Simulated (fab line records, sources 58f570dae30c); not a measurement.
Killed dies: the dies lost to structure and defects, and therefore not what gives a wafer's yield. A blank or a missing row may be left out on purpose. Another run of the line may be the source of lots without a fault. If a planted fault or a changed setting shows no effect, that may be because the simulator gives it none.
Which tool was responsible? / flow berkeley-cmos170 / 7 lots, 19 wafers sampled, at 2 steps of a route of 331

== WHAT EACH GAUGE READ, for each wafer ==
UCB170_V2_CD_MEAS_90: target cd 700 nm.
lot=L652; measured=day 9 13:02; on=cd-sem-01; cd-nm (nm)=698.2 697.9 700.1
lot=L655; measured=day 9 22:19; on=cd-sem-01; cd-nm (nm)=703.3 704.8 702.7
lot=L656; measured=day 10 11:01; on=cd-sem-02; cd-nm (nm)=700.8 701.7 700.3
lot=L659; measured=day 11 10:14; on=cd-sem-01; cd-nm (nm)=700.5 699.5 700.3
lot=L662; measured=day 12 09:50; on=cd-sem-01; cd-nm (nm)=699.9 701.4 700.1
lot=L667; measured=day 12 15:52; on=cd-sem-01; cd-nm (nm)=698.5 700.4 700.3
lot=L672; measured=day 14 19:57; on=cd-sem-01; cd-nm (nm)=698.2

== EACH LOT AND THE TOOL THAT RAN IT (in order: tool; ch and the chambers of the sampled wafers; start) ==
lot=L652; UCB170_V2_STRIP_15=plasma-asher-02 ch 1, day 9 12:56
lot=L655; UCB170_V2_STRIP_15=plasma-asher-03 ch 0,1, day 9 22:11
lot=L656; UCB170_V2_STRIP_15=plasma-asher-01 ch 0,1, day 10 10:53
lot=L659; UCB170_V2_STRIP_15=plasma-asher-01 ch 0,1, day 11 10:08
lot=L662; UCB170_V2_STRIP_15=plasma-asher-03 ch 0,1, day 12 09:40
lot=L667; UCB170_V2_STRIP_15=plasma-asher-03 ch 0,1, day 12 15:37
lot=L672; UCB170_V2_STRIP_15=plasma-asher-02 ch 1, day 14 19:50
- UCB170_V2_STRIP_15: strips in O2.

== THE ANSWER, worked out from the rows above alone ==
Rule: usual is defined by the lots themselves. Put in order of their means at a reading, lots are off if they are a third of the lots or fewer, leave a main group of 4 or more, and stand apart from it by a gap of 3 or more times the standard deviation of the main group's means; of several such gaps the widest counts. A main group is skipped when, at the precision printed for the reading in the tables above, its means are all equal. A lot without any number at a reading at which 4 lots or more have one is off too. All remaining lots with rows at the step are treated as sound.
Across all readings shown, no lot is off: no conclusion can be drawn from this.

== WHAT THE SIMULATOR PUT IN ==
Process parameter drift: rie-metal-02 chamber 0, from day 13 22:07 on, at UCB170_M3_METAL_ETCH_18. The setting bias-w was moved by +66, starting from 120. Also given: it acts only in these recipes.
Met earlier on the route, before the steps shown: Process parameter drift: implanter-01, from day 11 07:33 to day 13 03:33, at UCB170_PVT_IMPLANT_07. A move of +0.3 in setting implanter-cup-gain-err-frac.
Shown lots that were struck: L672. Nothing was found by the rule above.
